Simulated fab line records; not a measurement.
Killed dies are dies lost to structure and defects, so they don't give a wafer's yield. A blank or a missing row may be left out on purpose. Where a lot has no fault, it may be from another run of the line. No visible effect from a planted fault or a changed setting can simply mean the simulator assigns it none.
Which tool was responsible? / flow rit cmos / 39 wafers from 13 lots sampled at 3 of the route's 202 steps

== WHAT THE GAUGES SHOWED, per wafer ==
RIT_PWELL_OVL_MEAS_06.
lot=L573; measured=day 2 03:29; on=overlay-02; PWELL_OVL (nm)=-0.6 0.8 -0.4
lot=L574; measured=day 2 05:57; on=overlay-02; PWELL_OVL (nm)=-1.2 -1.2 -0.5
lot=L579; measured=day 3 08:08; on=overlay-01; PWELL_OVL (nm)=-2.2 -3.6 -4.2
lot=L580; measured=day 3 11:04; on=overlay-02; PWELL_OVL (nm)=-1.3 -1.9 -0.5
lot=L581; measured=day 3 16:02; on=overlay-01; PWELL_OVL (nm)=-0.2 -0.7 -1.3
lot=L582; measured=day 3 21:35; on=overlay-02; PWELL_OVL (nm)=-2.1 -0.7 -1.6
lot=L583; measured=day 4 06:29; on=overlay-01; PWELL_OVL (nm)=- - -
lot=L585; measured=day 4 14:17; on=overlay-02; PWELL_OVL (nm)=-1.6 1.0 -0.7
lot=L588; measured=day 5 03:57; on=overlay-02; PWELL_OVL (nm)=-1.0 -0.4 0.1
lot=L590; measured=day 5 13:55; on=overlay-01; PWELL_OVL (nm)=0.6 1.1 -0.5
lot=L592; measured=day 6 00:25; on=overlay-02; PWELL_OVL (nm)=2.3 0.8 0.7
lot=L593; measured=day 6 05:58; on=overlay-01; PWELL_OVL (nm)=2.0 1.0 -0.9
lot=L595; measured=day 6 13:49; on=overlay-02; PWELL_OVL (nm)=0.4 -1.1 0.4

RIT_PWELL_TW_MEAS_10.
lot=L573; measured=day 2 04:06; on=film metro-03; PWELL_TW=953 955 962
lot=L574; measured=day 2 06:34; on=film metro-02; PWELL_TW=952 954 949
lot=L579; measured=day 3 08:44; on=film metro-03; PWELL_TW=965 964 958
lot=L580; measured=day 3 11:41; on=film metro-02; PWELL_TW=947 947 950
lot=L581; measured=day 3 16:39; on=film metro-01; PWELL_TW=962 964 964
lot=L582; measured=day 3 22:13; on=film metro-01; PWELL_TW=969 971 974
lot=L583; measured=day 4 07:05; on=film metro-02; PWELL_TW=30 30 30
lot=L585; measured=day 4 14:53; on=film metro-01; PWELL_TW=949 958 963
lot=L588; measured=day 5 04:34; on=film metro-03; PWELL_TW=957 959 952
lot=L590; measured=day 5 14:32; on=film metro-02; PWELL_TW=949 946 946
lot=L592; measured=day 6 01:02; on=film metro-01; PWELL_TW=956 953 955
lot=L593; measured=day 6 06:35; on=film metro-02; PWELL_TW=954 950 953
lot=L595; measured=day 6 14:25; on=film metro-01; PWELL_TW=956 957 957

== WHICH TOOL RAN EACH LOT (tool, then ch and the chambers of the sampled wafers, then the start) ==
lot=L573; RIT_PWELL_EXPOSE_03=iline stepper-02 ch 0, day 2 03:05
lot=L574; RIT_PWELL_EXPOSE_03=iline stepper-02 ch 0, day 2 05:32
lot=L579; RIT_PWELL_EXPOSE_03=iline stepper-01 ch 0, day 3 07:42
lot=L580; RIT_PWELL_EXPOSE_03=iline stepper-01 ch 0, day 3 10:40
lot=L581; RIT_PWELL_EXPOSE_03=iline stepper-01 ch 0, day 3 15:37
lot=L582; RIT_PWELL_EXPOSE_03=iline stepper-01 ch 0, day 3 21:11
lot=L583; RIT_PWELL_EXPOSE_03=iline stepper-01 ch 0, day 4 06:03
lot=L585; RIT_PWELL_EXPOSE_03=iline stepper-01 ch 0, day 4 13:51
lot=L588; RIT_PWELL_EXPOSE_03=iline stepper-02 ch 0, day 5 03:31
lot=L590; RIT_PWELL_EXPOSE_03=iline stepper-02 ch 0, day 5 13:30
lot=L592; RIT_PWELL_EXPOSE_03=iline stepper-01 ch 0, day 5 23:59
lot=L593; RIT_PWELL_EXPOSE_03=iline stepper-01 ch 0, day 6 05:32
lot=L595; RIT_PWELL_EXPOSE_03=iline stepper-01 ch 0, day 6 13:23
- RIT_PWELL_EXPOSE_03: exposes mask M3, target cd 43700 nm.

== AS READ BY THE TOOLS THEMSELVES (means over the sampled wafers that have a number; for cases with no such wafer, the mark the record gives instead) ==
RIT_PWELL_EXPOSE_03.
lot=L573; tool=iline stepper-02; stage vel mm s (mm/s)=500.17
lot=L574; tool=iline stepper-02; stage vel mm s (mm/s)=500.13
lot=L579; tool=iline stepper-01; stage vel mm s (mm/s)=500.01
lot=L580; tool=iline stepper-01; stage vel mm s (mm/s)=500.12
lot=L581; tool=iline stepper-01; stage vel mm s (mm/s)=500.15
lot=L582; tool=iline stepper-01; stage vel mm s (mm/s)=500.19
lot=L583; tool=iline stepper-01; stage vel mm s (mm/s)=500.33
lot=L585; tool=iline stepper-01; stage vel mm s (mm/s)=499.75
lot=L588; tool=iline stepper-02; stage vel mm s (mm/s)=499.75
lot=L590; tool=iline stepper-02; stage vel mm s (mm/s)=500.02
lot=L592; tool=iline stepper-01; stage vel mm s (mm/s)=500.04
lot=L593; tool=iline stepper-01; stage vel mm s (mm/s)=500.23
lot=L595; tool=iline stepper-01; stage vel mm s (mm/s)=499.81

== THE ANSWER, worked out from the rows above alone ==
Rule: what is usual is taken from the lots themselves. The widest of any qualifying gaps counts: lots, ordered by their means at a reading, are off when they make up no more than a third of the lots, leave a main group of 4 or more, and stand apart from it by 3 or more times the standard deviation of that group's means. A main group whose means are all the same, to the digits that the tables above print for the reading, isn't used. A lot without any number at a reading at which 4 lots or more have one is off too. Where the step has rows for the other lots, those lots are counted as sound. After the gauges, taken in route order, come the tools' own readings; for these a lot's mean is taken, as printed above. At the first step where some lot is off, the reading lying furthest off is the one used; lots without a number count as furthest.
Off: L583, seen at RIT_PWELL_OVL_MEAS_06 (PWELL_OVL). Without a number there: L583. Mean -0.5 nm and standard deviation 1.1 in the main group.
If a tool, at a process step before that reading, ran all the lots that are off and no sound lot after the first of them, it fits. The gauges at RIT_PWELL_OVL_MEAS_06 aren't tried: what is off there is off at RIT_PWELL_TW_MEAS_10 too, on other tools, and a gauge's error can't cause that. Not one of the candidates tried fits.

== WHAT THE SIMULATOR HAD PUT IN ==
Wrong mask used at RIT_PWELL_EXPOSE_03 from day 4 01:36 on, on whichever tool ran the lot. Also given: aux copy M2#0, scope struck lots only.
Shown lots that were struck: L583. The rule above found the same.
